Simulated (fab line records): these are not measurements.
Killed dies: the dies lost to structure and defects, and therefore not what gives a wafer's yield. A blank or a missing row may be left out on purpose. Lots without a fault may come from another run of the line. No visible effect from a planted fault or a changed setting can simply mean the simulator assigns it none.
fab line records    flow rit_cmos
record: lots: 14  wafers: 42  last_day: 7
route steps=202 shown NWELL@36 M1@202
lots untouched by any fault: they come from a run of this same line in which no faults occurred
start_h: hours from the record's first day to the start of the lot's first wafer shown    wait_h: hours elapsed since this lot's preceding step    " same as the row above    L1.1+2: several wafers, shown together as one row    - no value, or no start given    * or withheld: withheld    < > ~ a bound
route shown NAME@n: NAME is a module with steps in the file, n the number in the route of the first one    usual: mean and standard deviation over wafers with no fault    same: alike in all rows    chamber/n: place in a boat    sites: each site's reading    _std_site: standard deviation across them    _edge_site: outer sites' mean less inner sites'    radius_mm: how far each site lies from the wafer's centre    mask NAME#n: copy n    behind: the last tool/chamber to shape the wafer    hold: why the lot was held/for how many hours/how that ended    device: transistor that didn't switch, given as n, p or np    end of line: the tests these same wafers got at the end of their route    for a step that has no rows: nothing shown but its recipe    killed: the dies lost at the first sort to structure and to defects; this is not the yield of the wafer    map: a wafer's dies, x killed, . not, _ none there
set.NAME: setting as actually run; set.NAME@STEP: the setting as run at that earlier step    model.NAME: the simulator's own value behind a step, which no gauge read
one table for each step of the route and one row for each wafer, over a sample of lots
services: when a tool's chamber went out of use (start_h, in hours from the record's first day, below 0 if earlier), for how many hours, and the reason
== steps ==
step: RIT_NWELL_IMPLANT_08
recipe: species: P  energy_kev: 170  dose_cm2: 5e+13  tilt_deg: 7
usual: dose_ions_cm2: 5.001e+13/5.4e+10  faraday_current_uA: 158/3.1
lot.wafer  tool          chamber  start_h  wait_h  dose_ions_cm2  faraday_current_uA
L853.1     implanter-04  0        22.06    0.2     5.006e+13      160
L853.2     "             0        "        "       4.993e+13      161
L853.4     "             0        "        "       5.008e+13      154
L855.2     implanter-02  0        35.83    0.2     4.995e+13      157
L855.4     "             0        "        "       4.996e+13      156
L855.6     "             0        "        "       4.994e+13      164
L857.1     implanter-04  0        41.91    0.2     4.99e+13       161
L857.3     "             0        "        "       4.996e+13      158
L857.4     "             0        "        "       4.998e+13      157
L858.1     implanter-04  0        48.56    0.2     5e+13          163
L858.3     "             0        "        "       5.001e+13      157
L858.5     "             0        "        "       5.008e+13      152
L859.1     implanter-04  0        52.69    0.2     5.005e+13      158
L859.3     "             0        "        "       5e+13          156
L859.6     "             0        "        "       4.998e+13      159
L860.1     implanter-01  0        59.13    0.2     4.997e+13      161
L860.2     "             0        "        "       5e+13          158
L860.3     "             0        "        "       4.999e+13      157
L863.2     implanter-02  0        72.18    0.2     4.999e+13      158
L863.4     "             0        "        "       4.997e+13      159
L863.5     "             0        "        "       5.004e+13      165
L864.2     implanter-01  0        79.75    0.2     5.006e+13      160
L864.3     "             0        "        "       5e+13          158
L864.6     "             0        "        "       5.01e+13       160
L866.2     implanter-02  0        88.18    0.2     5e+13          161
L866.5     "             0        "        "       5e+13          159
L866.6     "             0        "        "       5.009e+13      159
L867.2     implanter-01  0        93.53    0.2     7.102e+13      222
L867.3     "             0        "        "       7.099e+13      223
L867.6     "             0        "        "       7.097e+13      229
L868.1     implanter-01  0        99.70    0.2     7.108e+13      231
L868.4     "             0        "        "       7.103e+13      226
L868.5     "             0        "        "       7.11e+13       233
L873.1     implanter-04  0        122.03   0.2     5.001e+13      163
L873.3     "             0        "        "       5.002e+13      165
L873.6     "             0        "        "       5.011e+13      157
L874.3     implanter-04  0        126.95   0.2     5.004e+13      156
L874.4     "             0        "        "       4.999e+13      156
L874.6     "             0        "        "       4.998e+13      155
L875.1     implanter-04  0        131.95   0.2     5.001e+13      159
L875.3     "             0        "        "       5.008e+13      155
L875.4     "             0        "        "       5.009e+13      160
step: RIT_NWELL_TW_MEAS_10
usual: NWELL_TW: 2148/16
lot.wafer  tool           chamber  start_h  wait_h  NWELL_TW
L853.1     film_metro-03  -        22.39    0.1     2156
L853.2     "              -        "        "       2158
L853.4     "              -        "        "       2151
L855.2     film_metro-03  -        36.14    0.1     2162
L855.4     "              -        "        "       2161
L855.6     "              -        "        "       2165
L857.1     film_metro-03  -        42.24    0.1     2157
L857.3     "              -        "        "       2157
L857.4     "              -        "        "       2145
L858.1     film_metro-04  -        48.89    0.1     2130
L858.3     "              -        "        "       2129
L858.5     "              -        "        "       2120
L859.1     film_metro-01  -        53.02    0.1     2131
L859.3     "              -        "        "       2140
L859.6     "              -        "        "       2154
L860.1     film_metro-03  -        59.60    0.1     2164
L860.2     "              -        "        "       2153
L860.3     "              -        "        "       2153
L863.2     film_metro-04  -        72.49    0.1     2148
L863.4     "              -        "        "       2137
L863.5     "              -        "        "       2134
L864.2     film_metro-03  -        80.06    0.1     2158
L864.3     "              -        "        "       2156
L864.6     "              -        "        "       2164
L866.2     film_metro-01  -        88.49    0.1     2137
L866.5     "              -        "        "       2139
L866.6     "              -        "        "       2131
L867.2     film_metro-03  -        93.84    0.1     2424
L867.3     "              -        "        "       2421
L867.6     "              -        "        "       2431
L868.1     film_metro-04  -        100.03   0.1     2375
L868.4     "              -        "        "       2377
L868.5     "              -        "        "       2381
L873.1     film_metro-01  -        122.35   0.1     2150
L873.3     "              -        "        "       2150
L873.6     "              -        "        "       2140
L874.3     film_metro-03  -        127.24   0.1     2165
L874.4     "              -        "        "       2175
L874.6     "              -        "        "       2165
L875.1     film_metro-04  -        132.27   0.1     2117
L875.3     "              -        "        "       2105
L875.4     "              -        "        "       2105
step: RIT_WELLDRIVE_RS_MEAS_01
recipe: thk_meas_gauge: four-point-probe
usual: NWELL_RS: 275.5/0.92
lot.wafer  tool           chamber  start_h  wait_h  NWELL_RS[ohm/sq]
L853.1     film_metro-03  -        29.08    0.0     275.9
L853.2     "              -        "        "       275.8
L853.4     "              -        "        "       275.8
L855.2     film_metro-03  -        43.41    0.0     274.3
L855.4     "              -        "        "       274.9
L855.6     "              -        "        "       274.5
L857.1     film_metro-03  -        49.06    0.0     277.0
L857.3     "              -        "        "       276.9
L857.4     "              -        "        "       277.5
L858.1     film_metro-04  -        55.58    0.0     276.4
L858.3     "              -        "        "       276.0
L858.5     "              -        "        "       275.1
L859.1     film_metro-03  -        62.08    0.0     276.5
L859.3     "              -        "        "       276.9
L859.6     "              -        "        "       276.4
L860.1     film_metro-04  -        68.47    0.0     274.5
L860.2     "              -        "        "       276.0
L860.3     "              -        "        "       276.0
L863.2     film_metro-04  -        81.48    0.0     273.7
L863.4     "              -        "        "       274.4
L863.5     "              -        "        "       274.2
L864.2     film_metro-04  -        86.89    0.0     276.6
L864.3     "              -        "        "       276.1
L864.6     "              -        "        "       276.2
L866.2     film_metro-03  -        96.38    0.0     274.9
L866.5     "              -        "        "       275.3
L866.6     "              -        "        "       276.1
L867.2     film_metro-04  -        101.47   0.0     222.5
L867.3     "              -        "        "       222.5
L867.6     "              -        "        "       222.6
L868.1     film_metro-03  -        107.70   0.0     223.1
L868.4     "              -        "        "       223.2
L868.5     "              -        "        "       223.8
L873.1     film_metro-04  -        129.63   0.0     274.4
L873.3     "              -        "        "       275.9
L873.6     "              -        "        "       274.5
L874.3     film_metro-03  -        134.84   0.0     275.6
L874.4     "              -        "        "       275.8
L874.6     "              -        "        "       275.0
L875.1     film_metro-01  -        140.26   0.0     276.8
L875.3     "              -        "        "       276.4
L875.4     "              -        "        "       276.3
step: RIT_M1_PROBE_99
usual: killed_at_contacts: 0.1/0.25  killed_at_front_end: 6.8/2.7  killed_dies: 6.8/2.7  killed_on_rim: 1.7/1.2  killed_open: 3.4/1.8  killed_short: 3.5/1.7
same: gross_dies: 264  killed_at_M0_to_M3: 0  killed_at_M4_up: 0  killed_at_back_side: 0  killed_at_other: 0
lot.wafer  tool       chamber  start_h  wait_h  killed_at_contacts  killed_at_front_end  killed_dies  killed_on_rim  killed_open  killed_short
L864.2     prober-01  -        127.95   0.7     1                   8                    9            3              7            2
L864.3     prober-01  -        128.00   0.8     0                   1                    1            0              1            0
L864.6     prober-01  -        128.15   0.8     0                   5                    5            1              4            1
L863.2     prober-01  -        128.55   1.2     0                   3                    3            0              0            3
L863.4     prober-01  -        128.65   1.3     0                   5                    5            1              5            0
L863.5     prober-01  -        128.70   1.3     0                   2                    2            2              0            2
L866.2     prober-01  -        128.85   1.5     0                   6                    6            1              3            3
L866.5     prober-01  -        129.00   1.6     0                   13                   13           4              4            9
L866.6     prober-01  -        129.05   1.6     0                   8                    8            2              5            3
L867.2     prober-01  -        132.15   0.1     0                   7                    7            1              2            5
L867.3     prober-01  -        132.20   0.2     0                   4                    4            1              2            2
L867.6     prober-01  -        132.35   0.2     0                   4                    4            1              4            0
L873.1     prober-01  -        163.48   0.1     0                   4                    4            0              1            3
L873.3     prober-01  -        163.58   0.2     0                   11                   11           2              5            6
L873.6     prober-01  -        163.73   0.2     0                   13                   13           3              6            7
L874.3     prober-02  -        166.03   0.2     0                   6                    6            1              3            3
L874.4     prober-02  -        166.08   0.2     0                   8                    8            0              4            4
L874.6     prober-02  -        166.18   0.2     0                   12                   12           4              4            8
killed by level:class
L864.2 GATE:geometric_particle:open=3 SPACER:geometric_particle:open=3 GATE:geometric_particle:short=2 CONTACT:geometric_particle:open=1
L864.3 SPACER:geometric_particle:open=1
L864.6 SILICIDE:geometric_particle:open=2 FOX1:geometric_particle:short=1 FOX1:geometric_particle:open=1 GATE:geometric_particle:open=1
L863.2 GATE:geometric_particle:short=2 SILICIDE:geometric_particle:short=1
L863.4 FOX2:geometric_particle:open=2 SPACER:geometric_particle:open=2 GATE:geometric_particle:open=1
L863.5 GATE:geometric_particle:short=1 SILICIDE:geometric_particle:short=1
L866.2 FOX1:geometric_particle:short=2 GATE:geometric_particle:open=2 SPACER:geometric_particle:open=1 SPACER:geometric_particle:short=1
L866.5 FOX1:geometric_particle:short=3 FOX1:geometric_particle:open=2 SPACER:geometric_particle:short=2 FOX2:geometric_particle:open=2 FOX2:geometric_particle:short=2 GATE:geometric_particle:short=1 REOX:geometric_particle:short=1
L866.6 GATE:geometric_particle:short=2 GATE:geometric_particle:open=2 REOX:geometric_particle:open=2 FOX2:geometric_particle:short=1 FOX2:geometric_particle:open=1
L867.2 GATE:geometric_particle:short=2 REOX:geometric_particle:short=2 FOX2:geometric_particle:open=1 FOX2:geometric_particle:short=1 REOX:geometric_particle:open=1
L867.3 FOX2:geometric_particle:short=1 GATE:geometric_particle:short=1 GATE:geometric_particle:open=1 REOX:geometric_particle:open=1
L867.6 GATE:geometric_particle:open=3 SPACER:geometric_particle:open=1
L873.1 GATE:geometric_particle:short=2 FOX2:geometric_particle:open=1 SILICIDE:geometric_particle:short=1
L873.3 GATE:geometric_particle:short=4 REOX:geometric_particle:open=2 FOX1:geometric_particle:short=1 GATE:geometric_particle:open=1 SPACER:geometric_particle:open=1 SILICIDE:geometric_particle:short=1 SILICIDE:geometric_particle:open=1
L873.6 GATE:geometric_particle:short=4 REOX:geometric_particle:open=3 GATE:geometric_particle:open=2 REOX:geometric_particle:short=2 SILICIDE:geometric_particle:short=1 SILICIDE:geometric_particle:open=1
L874.3 GATE:geometric_particle:short=3 FOX2:geometric_particle:open=1 REOX:geometric_particle:open=1 SILICIDE:geometric_particle:open=1
L874.4 FOX2:geometric_particle:open=2 GATE:geometric_particle:open=2 REOX:geometric_particle:short=2 FOX2:geometric_particle:short=1 SILICIDE:geometric_particle:short=1
L874.6 GATE:geometric_particle:short=3 REOX:geometric_particle:short=2 SILICIDE:geometric_particle:open=2 SILICIDE:geometric_particle:short=2 FOX2:geometric_particle:short=1 GATE:geometric_particle:open=1 REOX:geometric_particle:open=1
== services ==
tool          chamber  start_h  hours  kind
implanter-02  -        48.99    2.3    repair
implanter-02  -        82.65    2.4    pm
implanter-01  -        83.39    10.1   repair
implanter-02  -        96.48    5.3    repair
== key ==
first_sign: step: RIT_NWELL_IMPLANT_08  reading: dose_ions_cm2  direction: up  sigmas: 99+  usual: 5.001e+13  struck: 7.103e+13
effect: step: RIT_NWELL_IMPLANT_08  reading: faraday_current_uA  direction: up  sigmas: 22  usual: 158  struck: 227
effect: step: RIT_NWELL_TW_MEAS_10  reading: NWELL_TW  direction: up  sigmas: 15  usual: 2148  struck: 2401
effect: step: RIT_WELLDRIVE_RS_MEAS_01  reading: NWELL_RS  direction: down  sigmas: 57  usual: 275.5  struck: 222.9
met_at RIT_NWELL_IMPLANT_08
struck_lots L867,L868
tester_left_out L867,L868
onset_between 79.75 93.53
fault: kind: process_parameter_drift  tool: implanter-01  chamber: -  onset_h: 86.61  steps: RIT_NWELL_IMPLANT_08  channel: dose_cm2  offset: 2.1e+13  shape: step  end_h: 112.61  acts_in: these_recipes_only  stated: 5e+13
tester_left_out: of these lots the tester's yield and bins aren't shown, on N5 and GAA mostly nor the transistor test; their killed dies are dies lost to structure and defects alone, not to doping, threshold or leakage, so they don't give the yield
